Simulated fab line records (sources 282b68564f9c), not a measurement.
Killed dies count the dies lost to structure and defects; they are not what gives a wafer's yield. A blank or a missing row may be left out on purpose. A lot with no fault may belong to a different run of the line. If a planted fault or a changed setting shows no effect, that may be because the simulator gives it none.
Which tool was responsible? + flow rit-cmos + 45 wafers from 15 lots sampled at 2 of the route's 202 steps

## WHAT EACH GAUGE READ, for each wafer
RIT_SPACER_THK_MEAS_04.
| lot  | measured    | on            | SPACER_NITRIDE_THK (nm) |
|------|-------------|---------------|-------------------------|
| L349 | day 3 02:01 | film-metro-02 | 252.3 250.7 252.4       |
| L350 | day 3 07:53 | film-metro-01 | 251.0 251.2 249.7       |
| L351 | day 3 10:07 | film-metro-04 | 251.3 250.7 250.7       |
| L352 | day 3 17:17 | film-metro-04 | 255.2 255.3 256.9       |
| L353 | day 3 21:37 | film-metro-02 | 253.0 252.2 251.8       |
| L354 | day 4 01:00 | film-metro-04 | 250.3 249.4 250.7       |
| L355 | day 4 04:27 | film-metro-04 | 251.3 249.0 247.7       |
| L356 | day 4 12:44 | film-metro-02 | 246.0 247.4 245.4       |
| L357 | day 4 14:46 | film-metro-02 | 248.5 249.7 250.5       |
| L358 | day 4 21:21 | film-metro-02 | 421.6 420.2 420.0       |
| L359 | day 5 04:50 | film-metro-02 | 249.4 249.0 248.6       |
| L360 | day 5 06:09 | film-metro-04 | 416.8 417.3 420.2       |
| L361 | day 5 10:23 | film-metro-02 | 420.0 420.4 419.6       |
| L370 | day 7 09:04 | film-metro-01 | 252.0 251.4 251.6       |
| L372 | day 7 22:02 | film-metro-02 | 249.2 248.2 249.5       |

## EACH LOT AND THE TOOL THAT RAN IT (in order: tool; ch and the chambers of the sampled wafers; start)
| lot  | RIT_SPACER_CVD_03          |
|------|----------------------------|
| L349 | lpcvd-02 ch 0, day 2 23:08 |
| L350 | lpcvd-02 ch 1, day 3 05:58 |
| L351 | lpcvd-01 ch 0, day 3 08:11 |
| L352 | lpcvd-02 ch 1, day 3 15:22 |
| L353 | lpcvd-01 ch 0, day 3 19:42 |
| L354 | lpcvd-02 ch 1, day 3 23:05 |
| L355 | lpcvd-01 ch 1, day 4 02:32 |
| L356 | lpcvd-02 ch 0, day 4 10:49 |
| L357 | lpcvd-01 ch 0, day 4 12:49 |
| L358 | lpcvd-01 ch 1, day 4 19:24 |
| L359 | lpcvd-02 ch 0, day 5 02:55 |
| L360 | lpcvd-01 ch 1, day 5 04:14 |
| L361 | lpcvd-01 ch 0, day 5 08:28 |
| L370 | lpcvd-02 ch 1, day 7 07:08 |
| L372 | lpcvd-02 ch 0, day 7 20:05 |
- RIT_SPACER_CVD_03: deposits Si3N4 from SiH2Cl2/NH3, target thk 250 nm, time 3300 s.

## AS READ BY THE TOOLS THEMSELVES (means over the sampled wafers that have a number; for cases with no such wafer, the mark the record gives instead)
RIT_SPACER_CVD_03.
| lot  | tool     | pressure-mtorr (mTorr) | spike-tc-centre-C (C) | spike-tc-load-C (C) | spike-tc-source-C (C) | susceptor-temp-C (C) | zone-power-source-pct (%) |
|------|----------|------------------------|-----------------------|---------------------|-----------------------|----------------------|---------------------------|
| L349 | lpcvd-02 | 300.3                  | 812.0                 | 835.5               | 832.7                 | 810.2                | 21.4                      |
| L350 | lpcvd-02 | 299.9                  | 812.5                 | 836.6               | 834.4                 | 810.1                | 23.3                      |
| L351 | lpcvd-01 | 300.8                  | 811.0                 | 833.5               | 832.3                 | 809.6                | 22.8                      |
| L352 | lpcvd-02 | 300.2                  | 812.5                 | 836.8               | 833.7                 | 809.8                | 23.3                      |
| L353 | lpcvd-01 | 300.9                  | 811.2                 | 834.0               | 832.0                 | 809.9                | 22.7                      |
| L354 | lpcvd-02 | 299.9                  | 813.3                 | 834.7               | 835.2                 | 810.0                | 23.4                      |
| L355 | lpcvd-01 | 300.5                  | 810.9                 | 835.5               | 833.5                 | 810.2                | 18.1                      |
| L356 | lpcvd-02 | 300.3                  | 812.0                 | 835.9               | 832.4                 | 810.0                | 21.5                      |
| L357 | lpcvd-01 | 300.0                  | 810.8                 | 833.5               | 832.1                 | 809.6                | 22.8                      |
| L358 | lpcvd-01 | 299.4                  | 856.1                 | 880.9               | 877.9                 | 854.8                | 20.4                      |
| L359 | lpcvd-02 | 300.2                  | 811.7                 | 836.3               | 833.2                 | 809.7                | 21.5                      |
| L360 | lpcvd-01 | 299.1                  | 856.3                 | 879.7               | 877.9                 | 854.7                | 20.3                      |
| L361 | lpcvd-01 | 299.8                  | 856.1                 | 879.7               | 877.6                 | 854.5                | 25.6                      |
| L370 | lpcvd-02 | 300.3                  | 812.6                 | 836.9               | 834.5                 | 809.5                | 23.2                      |
| L372 | lpcvd-02 | 301.2                  | 810.8                 | 835.9               | 831.2                 | 810.1                | 21.7                      |

## THE ANSWER, worked out from the rows above alone
Rule: what is usual is taken from the lots themselves. The widest of any qualifying gaps counts: lots, ordered by their means at a reading, are off when they make up no more than a third of the lots, leave a main group of 4 or more, and stand apart from it by 3 or more times the standard deviation of that group's means. The tables above print the reading to a certain number of digits; a main group whose means all agree to those digits is not used. A lot without any number at a reading at which 4 lots or more have one is off too. Any other lot the step has rows for is counted as sound. The gauges are gone through in route order, then the tools' own readings, and for those a lot's mean is taken as printed above. The first step at which some lot is off is used, and at that step the reading that is off furthest; a lot without a number counts as furthest.
Off: at RIT_SPACER_THK_MEAS_04 (SPACER_NITRIDE_THK), L358, L360, L361. Main group: mean 250.5 nm, sd 2.2.
A tool fits if, at a process step before that reading, it ran every lot that is off, and no sound lot after the first of them. The gauges at RIT_SPACER_THK_MEAS_04 aren't tried: what is off there is off at RIT_SPACER_CVD_03 too, on other tools, and a gauge's error can't cause that. One fits: lpcvd-01 at RIT_SPACER_CVD_03. A fault onset in the window from L357 (day 4 12:49, its last sound lot) to L358 (day 4 19:24, its first lot off) fits.
The tool's own readings at RIT_SPACER_CVD_03 bear it out: on the lots that are off they differ by more than 5 times the standard deviation of the sound lots' means. spike-tc-centre-C reads 856.2 C there against 811.8 C on the sound lots; spike-tc-load-C reads 880.1 C there against 835.4 C on the sound lots; spike-tc-source-C reads 877.8 C there against 833.1 C on the sound lots; susceptor-temp-C reads 854.7 C there against 809.9 C on the sound lots.

## WHAT THE SIMULATOR PUT IN
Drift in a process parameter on lpcvd-01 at RIT_SPACER_CVD_03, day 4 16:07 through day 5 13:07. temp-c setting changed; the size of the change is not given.
Shown lots that were struck: L358, L360, L361. Same finding as the rule above.
